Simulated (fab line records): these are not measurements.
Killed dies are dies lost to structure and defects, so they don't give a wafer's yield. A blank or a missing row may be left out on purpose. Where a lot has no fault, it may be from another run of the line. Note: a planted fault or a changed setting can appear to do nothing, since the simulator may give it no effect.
Comparing a struck lot with a sound one    flow berkeley cmos170    31 out of 331 route steps
Sound: these wafers, L585.2, L585.3, L585.6. The struck wafers were L595.2, L595.3, L595.4. The cause is given at the end.
For every step that has rows: the tool of each side, followed by ch and its chambers, followed by its first start. Under that, the readings that differ: sound wafers    struck wafers    difference of the means    sigmas: that difference in standard deviations of wafers without a fault.
alike: words and numbers the same on both sides, and readings whose means are apart by under 2 such deviations; not compared: readings that were withheld, readings missing a value for some wafer, numbers with overlapping values and no deviation given by the record, and bounds like >300 which may hide the same value.
Wherever a step has rows on one side only, a row that says differs or no value, or a row with sigmas, the two part there. When numbers do not overlap yet have no deviation, they are printed without sigmas and do not part them. Lack of a reading on every wafer of one side parts them only where that side has two or more wafers.

first, 1 step without rows for these wafers: UCB170_SDANNEAL_RTA_01 (time 5 s).
UCB170_SDANNEAL_RS_MEAS_02: measures by four-point-probe.
  struck on film metro-03, day 10 10:37; sound on film metro-01, day 8 22:55
  alike: PSD_RS
UCB170_SDANNEAL_RS_MEAS_03: measures by four-point-probe.
  struck on film metro-03, day 10 10:44; sound on film metro-01, day 8 23:02
reading          sound              struck             difference  sigmas
NSD_RS (ohm/sq)  37.06 36.91 36.97  37.43 37.40 37.38  +0.42       +3
UCB170_SDANNEAL_RS_MEAS_04: measures by four-point-probe.
  struck on film metro-03, day 10 10:52; sound on film metro-01, day 8 23:10
  alike: PLDD_RS
UCB170_SDANNEAL_RS_MEAS_05: measures by four-point-probe.
  struck on film metro-03, day 10 10:59; sound on film metro-01, day 8 23:17
reading           sound              struck             difference  sigmas
NLDD_RS (ohm/sq)  615.3 614.7 614.8  620.5 620.7 620.5  +5.6        +3
then, 1 step without rows for these wafers: UCB170_SILICIDE_PRE_CLEAN_00 (preclean etch time 60 s).
UCB170_SILICIDE_SPUTTER_01: material Ti, target thk 30 nm, time 25 s.
  struck on pvd sputter-04, day 10 11:08; sound on pvd sputter-02, day 8 23:26
  alike: chamber pressure pa, throttle valve pct
UCB170_SILICIDE_RS_MEAS_02: measures by four-point-probe.
  struck on film metro-03, day 10 11:13; sound on film metro-04, day 8 23:29
  alike: SILICIDE_TI_RS
UCB170_SILICIDE_THK_MEAS_03: measures by xrf.
  struck on film metro-03, day 10 11:20; sound on film metro-04, day 8 23:36
  alike: SILICIDE_TI_THK
UCB170_SILICIDE_RTA_04: time 15 s.
  sound on rtp anneal-01 ch 0, day 8 23:40; struck on rtp anneal-01 ch 0, day 10 11:23
  alike: lamp power pct, wafer_temp_C_max
then, 2 steps without rows for these wafers: UCB170_SILICIDE_WET_ETCH_05 (etches Ti in SPM, time 45 s); UCB170_CONTACT_CLEAN_00 (cleans in SPM, time 600 s).
UCB170_CONTACT_CVD_01: deposits PSG from SiH4/O2/PH3, target thk 700 nm, time 2820 s.
  sound on lpcvd-02 ch 0, day 9 00:15; struck on lpcvd-02 ch 0, day 10 11:49
  alike: o2 flow sccm, spike tc source C
UCB170_CONTACT_THK_MEAS_02:
  struck on film metro-02, day 10 13:37; sound on film metro-02, day 9 02:02
reading               sound        struck       difference  sigmas
CONTACT_PSG_THK (nm)  710 710 719  546 548 551  -165        -21
then, 3 steps without rows for these wafers: UCB170_CONTACT_HMDS_03 (prime time 60 s); UCB170_CONTACT_COAT_04 (resist thk 900 nm); UCB170_CONTACT_SOFTBAKE_05 (time 60 s).
UCB170_CONTACT_STRIP_06: strips in O2.
  sound on plasma asher-04 ch 1, day 9 02:52; struck on plasma asher-04 ch 0,1, day 10 14:11
  alike: drypump motor current A, o2 flow sccm, oes product au, strip time to endpoint s
  not compared: rf hours counter h
then, 1 step without rows for these wafers: UCB170_CONTACT_CLEAN_07 (cleans in SPM, time 600 s).
UCB170_CONTACT_RTA_08: time 10 s.
  sound on rtp anneal-01 ch 0, day 9 03:10; struck on rtp anneal-01 ch 0, day 10 14:29
  alike: lamp power pct, wafer_temp_C_max
then, 6 steps without rows for these wafers: UCB170_CONTACT_COAT_09; UCB170_CONTACT_COAT_10 (resist thk 900 nm); UCB170_CONTACT_SOFTBAKE_11 (time 60 s); UCB170_CONTACT_EXPOSE_12 (exposes mask CONT, target cd 700 nm); UCB170_CONTACT_PEB_13; UCB170_CONTACT_DEVELOP_14 (develop time 45 s).
UCB170_CONTACT_CD_MEAS_15 targets a cd of 700 nm.
  struck on cd sem-02, day 10 15:51; sound on cd sem-01, day 9 05:00
  alike: cd nm
UCB170_CONTACT_OVL_MEAS_16:
  struck on overlay-02, day 10 15:58; sound on overlay-01, day 9 05:06
  alike: CONTACT_OVL
UCB170_CONTACT_ETCH_17: etches BARC in N2/H2.
  sound on rie diel-03 ch 0,1,3, day 9 05:08; struck on rie diel-04 ch 0,1,2, day 10 15:59
  alike: bias w, drypump motor current A, oes product au, throttle valve pct
UCB170_CONTACT_ETCH_18: etches PSG in CHF3/CF4/Ar, stops on TiSi2, target depth 840 nm, time 195 s.
  sound on rie diel-03 ch 0,1,3; struck on rie diel-04 ch 0,1,2
reading                sound              struck             difference  sigmas
oes product au (a.u.)  0.889 0.899 0.924  0.776 0.762 0.763  -0.137      -10
  alike: drypump motor current A, mfc ar sccm, throttle valve pct
  not compared: rf hours counter h
then, 1 step without rows for these wafers: UCB170_CONTACT_STRIP_19 (strips in O2).

WHERE THEY PART
Last at UCB170_CONTACT_ETCH_18 as far as this record goes, first at UCB170_SDANNEAL_RS_MEAS_03.

WHY: what had been put in by the simulator
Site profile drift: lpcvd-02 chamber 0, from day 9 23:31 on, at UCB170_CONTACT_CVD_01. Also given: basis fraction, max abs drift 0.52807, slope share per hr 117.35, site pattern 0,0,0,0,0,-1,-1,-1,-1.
